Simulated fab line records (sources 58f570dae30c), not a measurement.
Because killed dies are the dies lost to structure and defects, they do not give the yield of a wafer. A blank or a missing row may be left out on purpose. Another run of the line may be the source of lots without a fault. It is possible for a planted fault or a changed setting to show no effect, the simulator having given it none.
fab line records	flow berkeleyCmos170	part 1 of 2: steps 1 to 31 of 43
record lots=5	wafers=15	lastDay=12
route steps=331 shown SPACER@174 PSD@175 NSD@187 BACKSIDE@199 SDANNEAL@204 PLDD@208 NLDD@209 SILICIDE@210 CONTACT@216
lots with no fault: from the same line, run without faults
startH: hours from the record's first day to the start of the lot's first wafer shown	waitH: hours from the lot's prior step to this one	" same as the row above	L1.1+2: several wafers, shown together as one row	- no value, or no start was given	* or withheld: withheld	< > ~ a bound
route shown NAME@n: NAME is a module with steps in the file, n the number in the route of the first one	usual: mean and standard deviation over wafers with no fault	same: alike in all rows	chamber/n: place in a boat	sites: readings site by site	_std_site: standard deviation of those values	_edge_site: inner sites' mean taken away from outer sites' mean	radiusMm: how far each site lies from the wafer's centre	mask NAME#n: copy n	behind: tool/chamber where the wafer was last shaped	hold: cause of the lot's hold/its duration in hours/its outcome	device: transistor that didn't switch, given as n, p or np	end of line: tests run on the same wafers once the route is complete	step lacking rows: just its recipe	killed: count of dies lost to structure and defects at first sort (not the wafer's yield)	map: shows each die of a wafer: x if killed, . if not, _ if none is there
set.NAME: the setting the step ran with; set.NAME@STEP: the setting that earlier step ran with	model.NAME: the simulator's own value behind a step, which no gauge read
lots at selected steps of the route; one table per step, one row per wafer
services: when a tool's chamber went out of use (startH, in hours from the record's first day, below 0 if earlier), for how many hours, and the reason
## steps
# step UCB170_SPACER_ETCHBACK_03
# recipe stopOn=Si	target=SiO2	chemistry=CHF3/CF4/Ar	CHF3_flow_sccm=50	cf4FlowSccm=10	Ar_flow_sccm=120	pressureMtorr=200	rfW=500	targetDepthA=3760	timeS=100
# usual drypumpMotorCurrentA=5.6/0.36	oesProductAu=0.900/0.016	throttleValvePct=6.52/0.12
lot.wafer	tool	chamber	startH	waitH	drypumpMotorCurrentA	oesProductAu	rfHoursCounterH	throttleValvePct
L077.3	rieDiel-01	2	179.88	0.0	5.5	0.879	7	6.39
L077.4	"	1	"	"	5.3	0.914	-	6.37
L077.5	"	2	"	"	5.5	0.886	-	6.40
L078.2	rieDiel-02	1	179.88	0.0	6.0	0.896	49	6.45
L078.5	"	0	"	"	5.1	0.895	-	6.49
L078.6	"	3	"	"	6.1	0.901	-	6.55
L083.1	rieDiel-01	2	196.83	0.0	5.5	0.868	8	6.41
L083.4	"	0	"	"	5.7	0.914	20	6.71
L083.5	"	1	"	"	5.3	0.927	-	6.39
L087.1	rieDiel-01	1	217.61	0.1	5.3	0.906	112	6.39
L087.3	"	0	"	"	5.7	0.905	21	6.69
L087.4	"	3	"	"	5.5	0.921	90	6.75
L095.2	rieDiel-02	1	247.71	0.0	6.0	0.897	51	6.47
L095.3	"	0	"	"	5.1	0.891	83	6.49
L095.5	"	3	"	"	6.1	0.890	-	6.54
# step UCB170_PSD_HMDS_00
# recipe primeTimeS=60	primeTempC=100
# same primeTimeS=60
lot.wafer	tool	chamber	startH	waitH
L078.2+5+6	lithoTrack-02	0	179.97	0.1
L077.3+4+5	lithoTrack-03	0	180.00	0.1
L083.1+4+5	lithoTrack-01	0	196.90	0.0
L087.1+3+4	lithoTrack-01	0	218.06	0.4
L095.2+3+5	lithoTrack-02	0	249.45	1.7
# step UCB170_PSD_COAT_01
# recipe resist=KrF	spinRpm=1500	resistThkNm=900
lot.wafer	tool	chamber	startH	waitH
L078.2+5+6	lithoTrack-02	0	180.12	0.1
L077.3+4+5	lithoTrack-03	0	180.15	0.1
L083.1+4+5	lithoTrack-01	0	197.05	0.1
L087.1+3+4	lithoTrack-01	0	218.21	0.1
L095.2+3+5	lithoTrack-02	0	249.60	0.1
# step UCB170_PSD_SOFTBAKE_02
# recipe resist=KrF	tempC=130	timeS=60
lot.wafer	tool	chamber	startH	waitH
L078.2+5+6	lithoTrack-02	0	180.27	0.1
L077.3+4+5	lithoTrack-03	0	180.30	0.1
L083.1+4+5	lithoTrack-01	0	197.20	0.1
L087.1+3+4	lithoTrack-01	0	218.36	0.1
L095.2+3+5	lithoTrack-02	0	249.75	0.1
# step UCB170_PSD_EXPOSE_03
# recipe maskId=PSELECT_MOD	na=0.5	sigmaOuter=0.6	sourceShape=conventional	targetCdNm=1200	doseMj=30
lot.wafer	tool	chamber	startH	waitH	mask
L078.2+5+6	krfScanner-02	0	180.42	0.1	PSELECT_MOD#0
L077.3+4+5	krfScanner-01	0	180.79	0.5	PSELECT_MOD#0
L083.1+4+5	krfScanner-01	0	197.47	0.2	PSELECT_MOD#0
L087.1+3+4	krfScanner-02	0	218.66	0.3	PSELECT_MOD#0
L095.2+3+5	krfScanner-02	0	-	-	PSELECT_MOD#0
# step UCB170_PSD_PEB_04
# recipe pebTempC=130	pebTimeS=withheld	resist=KrF
lot.wafer	tool	chamber	startH	waitH
L078.2+5+6	lithoTrack-02	0	181.32	0.9
L077.3+4+5	lithoTrack-01	0	181.62	0.8
L083.1+4+5	lithoTrack-02	0	197.59	0.1
L087.1+3+4	lithoTrack-01	0	218.78	0.1
L095.2+3+5	lithoTrack-02	0	-	-
# step UCB170_PSD_DEVELOP_05
# recipe developer=TMAH	developTimeS=45	resist=KrF	devTempC=21
lot.wafer	tool	chamber	startH	waitH
L078.2+5+6	lithoTrack-02	0	-	-
L077.3+4+5	lithoTrack-01	0	-	-
L083.1+4+5	lithoTrack-02	0	-	-
L087.1+3+4	lithoTrack-01	0	-	-
L095.2+3+5	lithoTrack-02	0	-	-
# step UCB170_PSD_CD_MEAS_06
# recipe targetCdNm=1200
# usual cdNm=1200.6/1.4
lot.wafer	tool	chamber	startH	waitH	cdNm
L078.2	cdSem-01	-	181.59	-	1199.8
L078.5	"	-	"	"	1200.3
L078.6	"	-	"	"	1201.4
L077.3	cdSem-01	-	181.89	-	1201.6
L077.4	"	-	"	"	1200.9
L077.5	"	-	"	"	1201.0
L083.1	cdSem-02	-	197.86	-	1199.8
L083.4	"	-	"	"	1199.4
L083.5	"	-	"	"	1200.5
L087.1	cdSem-01	-	219.05	-	1200.5
L087.3	"	-	"	"	1201.4
L087.4	"	-	"	"	1202.2
L095.2	cdSem-01	-	251.62	-	1200.5
L095.3	"	-	"	"	1200.2
L095.5	"	-	"	"	1200.2
# step UCB170_PSD_OVL_MEAS_07
# usual PSD_OVL=4/4.7
lot.wafer	tool	chamber	startH	waitH	PSD_OVL[nm]
L078.2	overlay-02	-	181.70	0.1	7
L078.5	"	-	"	"	5
L078.6	"	-	"	"	11
L077.3	overlay-01	-	181.98	0.1	8
L077.4	"	-	"	"	2
L077.5	"	-	"	"	5
L083.1	overlay-02	-	197.98	0.1	5
L083.4	"	-	"	"	0
L083.5	"	-	"	"	7
L087.1	overlay-02	-	219.17	0.1	5
L087.3	"	-	"	"	7
L087.4	"	-	"	"	4
L095.2	overlay-02	-	251.73	0.1	0
L095.3	"	-	"	"	-7
L095.5	"	-	"	"	-2
# step UCB170_PSD_IMPLANT_08
# recipe species=B	doseCm2=3e+15	energyKev=20	tiltDeg=7
# usual endStationPressureTorr=1.24e-05/6.5e-07
lot.wafer	tool	chamber	startH	waitH	endStationPressureTorr
L078.2	implanter-01	0	181.75	0.0	1.25e-05
L078.5	"	0	"	"	1.19e-05
L078.6	"	0	"	"	1.28e-05
L077.3	implanter-02	0	182.05	0.1	1.24e-05
L077.4	"	0	"	"	1.2e-05
L077.5	"	0	"	"	1.22e-05
L083.1	implanter-02	0	198.02	0.0	1.28e-05
L083.4	"	0	"	"	1.19e-05
L083.5	"	0	"	"	1.22e-05
L087.1	implanter-01	0	219.21	0.0	1.26e-05
L087.3	"	0	"	"	1.27e-05
L087.4	"	0	"	"	1.46e-05
L095.2	implanter-02	0	251.78	0.0	1.26e-05
L095.3	"	0	"	"	1.29e-05
L095.5	"	0	"	"	1.29e-05
# step UCB170_PSD_STRIP_09
# recipe chemistry=O2	powerW=400	pressureMtorr=3500	platenTempC=withheld	o2FlowSccm=400	overashFraction=0.5
# usual drypumpMotorCurrentA=5.6/0.5	oesProductAu=0.600/0.0041	stripTimeToEndpointS=29.36/0.098
lot.wafer	tool	chamber	startH	waitH	drypumpMotorCurrentA	oesProductAu	rfHoursCounterH	stripTimeToEndpointS
L078.2	plasmaAsher-03	0	181.88	0.1	5.6	0.601	46	29.38
L078.5	"	0	"	"	5.7	0.606	-	29.38
L078.6	"	1	"	"	5.9	0.603	-	29.45
L077.3	plasmaAsher-02	1	182.19	0.1	4.8	0.602	-	29.25
L077.4	"	0	"	"	6.4	0.603	-	29.29
L077.5	"	0	"	"	6.4	0.602	-	29.26
L083.1	plasmaAsher-03	1	198.17	0.1	5.9	0.587	48	29.30
L083.4	"	1	"	"	5.8	0.598	-	29.37
L083.5	"	1	"	"	5.8	0.603	-	29.32
L087.1	plasmaAsher-02	0	219.36	0.1	6.4	0.601	49	29.41
L087.3	"	1	"	"	4.8	0.598	-	29.43
L087.4	"	0	"	"	6.4	0.599	-	29.35
L095.2	plasmaAsher-02	0	251.91	0.1	6.4	0.601	53	29.34
L095.3	"	0	"	"	6.4	0.599	-	29.27
L095.5	"	0	"	"	6.4	0.604	-	29.34
# step UCB170_PSD_TW_MEAS_10
# usual PSD_TW=2322/17
lot.wafer	tool	chamber	startH	waitH	PSD_TW
L078.2	filmMetro-01	-	181.99	0.1	2300
L078.5	"	-	"	"	2319
L078.6	"	-	"	"	2303
L077.3	filmMetro-02	-	182.27	0.1	2341
L077.4	"	-	"	"	2327
L077.5	"	-	"	"	2341
L083.1	filmMetro-02	-	198.27	0.1	2332
L083.4	"	-	"	"	2314
L083.5	"	-	"	"	2319
L087.1	filmMetro-02	-	219.46	0.1	2341
L087.3	"	-	"	"	2342
L087.4	"	-	"	"	2336
L095.2	filmMetro-02	-	252.02	0.1	2325
L095.3	"	-	"	"	2321
L095.5	"	-	"	"	2301
# step UCB170_PSD_CLEAN_11
# recipe chemistry=SPM	tempC=120	timeS=600
lot.wafer	tool	chamber	startH	waitH
L078.2+5+6	wetBench-02	3	182.05	0.1
L077.3+4+5	wetBench-02	3	182.40	0.1
L083.1+4+5	wetBench-04	1	199.84	1.6
L087.1+3+4	wetBench-04	2	219.57	0.1
L095.2+3+5	wetBench-01	3	253.05	1.0
# step UCB170_NSD_HMDS_00
# recipe primeTimeS=60	primeTempC=100
# same primeTimeS=60
lot.wafer	tool	chamber	startH	waitH
L078.2+5+6	lithoTrack-04	0	182.46	0.2
L077.3+4+5	lithoTrack-03	0	182.63	0.1
L083.1+4+5	lithoTrack-03	0	200.01	0.0
L087.1+3+4	lithoTrack-02	0	219.78	0.0
L095.2+3+5	lithoTrack-02	0	253.80	0.6
# step UCB170_NSD_COAT_01
# recipe resist=KrF	spinRpm=1500	resistThkNm=900
lot.wafer	tool	chamber	startH	waitH
L078.2+5+6	lithoTrack-04	0	182.61	0.1
L077.3+4+5	lithoTrack-03	0	182.78	0.1
L083.1+4+5	lithoTrack-03	0	200.16	0.1
L087.1+3+4	lithoTrack-02	0	219.93	0.1
L095.2+3+5	lithoTrack-02	0	253.95	0.1
# step UCB170_NSD_SOFTBAKE_02
# recipe resist=KrF	tempC=130	timeS=60
lot.wafer	tool	chamber	startH	waitH
L078.2+5+6	lithoTrack-04	0	182.76	0.1
L077.3+4+5	lithoTrack-03	0	182.93	0.1
L083.1+4+5	lithoTrack-03	0	200.31	0.1
L087.1+3+4	lithoTrack-02	0	220.08	0.1
L095.2+3+5	lithoTrack-02	0	254.10	0.1
# step UCB170_NSD_EXPOSE_03
# recipe maskId=NSELECT_MOD	na=0.5	sigmaOuter=0.6	sourceShape=conventional	targetCdNm=1200	doseMj=30
lot.wafer	tool	chamber	startH	waitH	mask
L078.2+5+6	krfScanner-01	0	183.03	0.2	NSELECT_MOD#0
L077.3+4+5	krfScanner-02	0	183.41	0.5	NSELECT_MOD#0
L083.1+4+5	krfScanner-02	0	200.53	0.2	NSELECT_MOD#0
L087.1+3+4	krfScanner-02	0	220.44	0.3	NSELECT_MOD#0
L095.2+3+5	krfScanner-01	0	254.39	0.3	NSELECT_MOD#0
# step UCB170_NSD_PEB_04
# recipe pebTempC=130	pebTimeS=withheld	resist=KrF
lot.wafer	tool	chamber	startH	waitH
L078.2+5+6	lithoTrack-02	0	183.16	0.1
L077.3+4+5	lithoTrack-02	0	183.54	0.1
L083.1+4+5	lithoTrack-04	0	201.19	0.6
L087.1+3+4	lithoTrack-02	0	220.96	0.5
L095.2+3+5	lithoTrack-02	0	254.80	0.4
# step UCB170_NSD_DEVELOP_05
# recipe developer=TMAH	developTimeS=45	resist=KrF	devTempC=21
lot.wafer	tool	chamber	startH	waitH
L078.2+5+6	lithoTrack-02	0	-	-
L077.3+4+5	lithoTrack-02	0	-	-
L083.1+4+5	lithoTrack-04	0	-	-
L087.1+3+4	lithoTrack-02	0	-	-
L095.2+3+5	lithoTrack-02	0	-	-
# step UCB170_NSD_CD_MEAS_06
# recipe targetCdNm=1200
# usual cdNm=1200.7/1.4
lot.wafer	tool	chamber	startH	waitH	cdNm
L078.2	cdSem-02	-	183.43	-	1199.7
L078.5	"	-	"	"	1200.2
L078.6	"	-	"	"	1200.5
L077.3	cdSem-02	-	183.80	-	1200.7
L077.4	"	-	"	"	1200.5
L077.5	"	-	"	"	1200.1
L083.1	cdSem-02	-	201.46	-	1198.1
L083.4	"	-	"	"	1197.1
L083.5	"	-	"	"	1199.1
L087.1	cdSem-02	-	221.23	-	1202.9
L087.3	"	-	"	"	1200.6
L087.4	"	-	"	"	1203.0
L095.2	cdSem-02	-	255.22	-	1198.5
L095.3	"	-	"	"	1198.2
L095.5	"	-	"	"	1198.7
# step UCB170_NSD_OVL_MEAS_07
# usual NSD_OVL=0/5.3
lot.wafer	tool	chamber	startH	waitH	NSD_OVL[nm]
L078.2	overlay-02	-	183.53	0.1	-2
L078.5	"	-	"	"	3
L078.6	"	-	"	"	4
L077.3	overlay-02	-	183.90	0.1	-5
L077.4	"	-	"	"	1
L077.5	"	-	"	"	-10
L083.1	overlay-01	-	201.58	0.1	11
L083.4	"	-	"	"	10
L083.5	"	-	"	"	8
L087.1	overlay-02	-	221.35	0.1	-8
L087.3	"	-	"	"	-5
L087.4	"	-	"	"	-5
L095.2	overlay-02	-	255.32	0.1	-4
L095.3	"	-	"	"	-14
L095.5	"	-	"	"	-9
# step UCB170_NSD_IMPLANT_08
# recipe species=P	doseCm2=3e+15	energyKev=40	tiltDeg=7
# usual endStationPressureTorr=1.25e-05/6.5e-07
lot.wafer	tool	chamber	startH	waitH	endStationPressureTorr
L078.2	implanter-04	0	183.59	0.0	1.39e-05
L078.5	"	0	"	"	1.37e-05
L078.6	"	0	"	"	1.25e-05
L077.3	implanter-03	0	183.97	0.1	1.22e-05
L077.4	"	0	"	"	1.31e-05
L077.5	"	0	"	"	1.2e-05
L083.1	implanter-04	0	201.62	0.0	1.3e-05
L083.4	"	0	"	"	1.16e-05
L083.5	"	0	"	"	1.23e-05
L087.1	implanter-02	0	221.39	0.0	1.32e-05
L087.3	"	0	"	"	1.09e-05
L087.4	"	0	"	"	1.3e-05
L095.2	implanter-02	0	255.38	0.0	1.28e-05
L095.3	"	0	"	"	1.34e-05
L095.5	"	0	"	"	1.23e-05
# step UCB170_NSD_STRIP_09
# recipe chemistry=O2	powerW=400	pressureMtorr=3500	platenTempC=withheld	o2FlowSccm=400	overashFraction=0.5
# usual drypumpMotorCurrentA=5.7/0.41	oesProductAu=0.534/0.0042	stripTimeToEndpointS=35.83/0.08
lot.wafer	tool	chamber	startH	waitH	drypumpMotorCurrentA	oesProductAu	rfHoursCounterH	stripTimeToEndpointS
L078.2	plasmaAsher-01	1	183.71	0.1	5.5	0.534	6	35.80
L078.5	"	1	"	"	5.5	0.539	-	35.83
L078.6	"	0	"	"	6.6	0.528	-	35.78
L077.3	plasmaAsher-03	1	184.10	0.1	5.8	0.537	-	35.77
L077.4	"	0	"	"	5.6	0.535	-	35.87
L077.5	"	1	"	"	5.8	0.527	-	35.81
L083.1	plasmaAsher-03	1	201.77	0.1	5.9	0.530	48	35.95
L083.4	"	0	"	"	5.6	0.531	-	35.97
L083.5	"	1	"	"	5.8	0.535	-	35.96
L087.1	plasmaAsher-03	1	221.54	0.1	5.9	0.535	51	35.82
L087.3	"	0	"	"	5.6	0.529	-	35.90
L087.4	"	1	"	"	5.9	0.538	-	35.89
L095.2	plasmaAsher-04	1	255.50	0.1	5.5	0.534	49	35.73
L095.3	"	1	"	"	5.5	0.538	-	35.70
L095.5	"	1	"	"	5.5	0.537	-	35.79
# step UCB170_NSD_TW_MEAS_10
# usual NSD_TW=4170/29
lot.wafer	tool	chamber	startH	waitH	NSD_TW
L078.2	filmMetro-03	-	183.82	0.1	4187
L078.5	"	-	"	"	4162
L078.6	"	-	"	"	4153
L077.3	filmMetro-02	-	184.19	0.1	4218
L077.4	"	-	"	"	4214
L077.5	"	-	"	"	4215
L083.1	filmMetro-02	-	201.87	0.1	4181
L083.4	"	-	"	"	4182
L083.5	"	-	"	"	4188
L087.1	filmMetro-01	-	221.64	0.1	4141
L087.3	"	-	"	"	4145
L087.4	"	-	"	"	4130
L095.2	filmMetro-03	-	255.61	0.1	4163
L095.3	"	-	"	"	4147
L095.5	"	-	"	"	4171
# step UCB170_NSD_CLEAN_11
# recipe chemistry=SPM	tempC=120	timeS=600
lot.wafer	tool	chamber	startH	waitH
L078.2+5+6	wetBench-03	1	183.87	0.0
L077.3+4+5	wetBench-03	1	184.29	0.1
L083.1+4+5	wetBench-03	0	201.93	0.1
L087.1+3+4	wetBench-03	1	222.33	0.7
L095.2+3+5	wetBench-03	3	255.66	0.0
# step UCB170_BACKSIDE_HMDS_00
# recipe primeTimeS=60	primeTempC=100
# same primeTimeS=60
lot.wafer	tool	chamber	startH	waitH
L078.2+5+6	lithoTrack-02	0	184.07	0.0
L077.3+4+5	lithoTrack-04	0	184.51	0.1
L083.1+4+5	lithoTrack-04	0	202.10	0.0
L087.1+3+4	lithoTrack-01	0	223.16	0.6
L095.2+3+5	lithoTrack-02	0	255.88	0.0
# step UCB170_BACKSIDE_COAT_01
# recipe resist=KrF	spinRpm=1500	resistThkNm=900
lot.wafer	tool	chamber	startH	waitH
L078.2+5+6	lithoTrack-02	0	184.22	0.1
L077.3+4+5	lithoTrack-04	0	184.66	0.1
L083.1+4+5	lithoTrack-04	0	202.25	0.1
L087.1+3+4	lithoTrack-01	0	223.31	0.1
L095.2+3+5	lithoTrack-02	0	256.03	0.1
# step UCB170_BACKSIDE_SOFTBAKE_02
# recipe resist=KrF	tempC=130	timeS=60
lot.wafer	tool	chamber	startH	waitH
L078.2+5+6	lithoTrack-02	0	184.37	0.1
L077.3+4+5	lithoTrack-04	0	184.81	0.1
L083.1+4+5	lithoTrack-04	0	202.40	0.1
L087.1+3+4	lithoTrack-01	0	223.46	0.1
L095.2+3+5	lithoTrack-02	0	256.18	0.1
# step UCB170_BACKSIDE_STRIP_03
# recipe chemistry=O2	powerW=400	pressureMtorr=3500	platenTempC=withheld	o2FlowSccm=400	overashFraction=0.5
# usual drypumpMotorCurrentA=5.8/0.6	oesProductAu=0.734/0.0046	stripTimeToEndpointS=21.96/0.065
lot.wafer	tool	chamber	startH	waitH	drypumpMotorCurrentA	oesProductAu	rfHoursCounterH	stripTimeToEndpointS
L078.2	plasmaAsher-03	1	184.50	0.1	5.9	0.732	46	21.93
L078.5	"	0	"	"	5.7	0.727	-	21.92
L078.6	"	1	"	"	5.9	0.731	-	21.91
L077.3	plasmaAsher-02	0	184.95	0.1	6.4	0.734	-	22.03
L077.4	"	1	"	"	4.8	0.738	-	22.11
L077.5	"	1	"	"	4.8	0.738	-	22.03
L083.1	plasmaAsher-01	1	202.55	0.1	5.5	0.744	9	22.10
L083.4	"	0	"	"	6.7	0.737	-	22.05
L083.5	"	1	"	"	5.5	0.734	-	22.00
L087.1	plasmaAsher-02	1	223.61	0.1	4.8	0.738	50	22.05
L087.3	"	1	"	"	4.8	0.732	-	22.00
L087.4	"	0	"	"	6.4	0.735	-	22.02
L095.2	plasmaAsher-03	0	256.30	0.1	5.6	0.729	55	21.89
L095.3	"	0	"	"	5.7	0.734	-	21.90
L095.5	"	1	"	"	5.9	0.733	-	21.96
# step UCB170_BACKSIDE_CLEAN_04
# recipe chemistry=SPM	tempC=120	timeS=600
lot.wafer	tool	chamber	startH	waitH
L078.2+5+6	wetBench-03	3	184.65	0.1
L077.3+4+5	wetBench-03	0	185.17	0.2
L083.1+4+5	wetBench-04	1	202.65	0.1
L087.1+3+4	wetBench-03	0	223.78	0.1
L095.2+3+5	wetBench-03	1	256.40	0.1
# step UCB170_SDANNEAL_RTA_00
# recipe tempC=900	timeS=10	ambient=N2
# usual annealTempCMax=906.2/1.4	lampPowerPct=23.7/1.4	wafer_temp_C_max=903.9/0.83
lot.wafer	tool	chamber	startH	waitH	annealTempCMax	lampPowerPct	wafer_temp_C_max
L078.2	rtpAnneal-02	0	184.83	0.0	906.8	22.0	903.0
L078.5	"	0	"	"	906.8	22.0	904.7
L078.6	"	0	"	"	904.8	22.0	902.9
L077.3	rtpAnneal-02	0	185.37	0.0	904.5	22.0	903.0
L077.4	"	0	"	"	905.0	22.0	904.0
L077.5	"	0	"	"	906.1	22.0	906.1
L083.1	rtpAnneal-01	0	202.83	0.0	906.0	24.9	902.7
L083.4	"	0	"	"	905.7	24.9	903.5
L083.5	"	0	"	"	907.9	24.9	903.5
L087.1	rtpAnneal-01	0	223.97	0.0	906.8	24.9	903.4
L087.3	"	0	"	"	906.2	24.9	904.5
L087.4	"	0	"	"	906.5	24.9	903.2
L095.2	rtpAnneal-02	0	256.59	0.0	905.4	22.0	905.9
L095.3	"	0	"	"	905.7	22.0	903.9
L095.5	"	0	"	"	906.6	22.0	904.0
